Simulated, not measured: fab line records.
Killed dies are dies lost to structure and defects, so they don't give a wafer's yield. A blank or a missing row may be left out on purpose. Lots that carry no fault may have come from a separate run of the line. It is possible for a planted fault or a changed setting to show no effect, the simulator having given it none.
Which tool did it?    flow berkeley-cmos170    Sampling: 7 lots, 21 wafers, 4 of 331 route steps

== WHAT THE GAUGES SHOWED, per wafer ==
UCB170_GATE_THK_MEAS_02.
lot   measured      on             GATE_OXIDE_THK (nm)
L325  day 6 16:29   film-metro-04  6.79 6.91 6.65
L330  day 8 03:44   film-metro-04  10.83 10.75 10.65
L338  day 9 00:46   film-metro-01  6.71 6.70 6.64
L339  day 9 00:53   film-metro-01  6.71 6.69 6.66
L340  day 9 23:50   film-metro-04  6.67 6.78 6.78
L344  day 10 14:02  film-metro-04  6.33 6.33 6.26
L345  day 10 13:58  film-metro-01  6.44 6.57 6.57

== WHICH TOOL RAN EACH LOT (tool, then ch and the chambers of the sampled wafers, then the start) ==
lot   UCB170_NVT_STRIP_08                   UCB170_PVT_STRIP_08                   UCB170_GATE_OXIDATION_01
L325  plasma-asher-01 ch 0,1, day 6 09:43   plasma-asher-01 ch 0,1, day 6 11:07   furnace-04 ch 0, day 6 14:58
L330  plasma-asher-01 ch 0, day 7 18:01     plasma-asher-03 ch 0,1, day 7 20:28   furnace-04 ch 0, day 7 23:29
L338  plasma-asher-03 ch 0,1, day 8 16:22   plasma-asher-04 ch 0,1, day 8 20:35   furnace-02 ch 0, day 8 23:04
L339  plasma-asher-01 ch 0,1, day 8 16:06   plasma-asher-03 ch 0,1, day 8 19:20   furnace-02 ch 0, day 8 23:04
L340  plasma-asher-02 ch 0,1, day 9 16:00   plasma-asher-03 ch 0,1, day 9 18:55   furnace-04 ch 0, day 9 22:19
L344  plasma-asher-01 ch 0,1, day 10 05:08  plasma-asher-01 ch 0,1, day 10 06:38  furnace-04 ch 0, day 10 12:28
L345  plasma-asher-03 ch 0, day 10 04:51    plasma-asher-03 ch 0,1, day 10 06:31  furnace-04 ch 0, day 10 12:28
- UCB170_NVT_STRIP_08: strips in O2.
- UCB170_PVT_STRIP_08: strips in O2.
- UCB170_GATE_OXIDATION_01: target thk 6.6 nm, ox time 1800 s.

== THE ANSWER, worked out from the rows above alone ==
Rule: the usual values come from the lots themselves. The widest of any qualifying gaps counts: lots, ordered by their means at a reading, are off when they make up no more than a third of the lots, leave a main group of 4 or more, and stand apart from it by 3 or more times the standard deviation of that group's means. If all means in a main group match to the digits the tables above print for the reading, that group is not used. A lot without any number at a reading at which 4 lots or more have one is off too. All remaining lots with rows at the step are treated as sound.
Off: L330, seen at UCB170_GATE_THK_MEAS_02 (GATE_OXIDE_THK). Mean 6.62 nm and standard deviation 0.16 in the main group.
If a tool, at a process step before that reading, ran all the lots that are off and no sound lot after the first of them, it fits. The gauges at UCB170_GATE_THK_MEAS_02 are tried like those tools. No candidate that was tried fits.

== WHAT HAD BEEN PUT IN BY THE SIMULATOR ==
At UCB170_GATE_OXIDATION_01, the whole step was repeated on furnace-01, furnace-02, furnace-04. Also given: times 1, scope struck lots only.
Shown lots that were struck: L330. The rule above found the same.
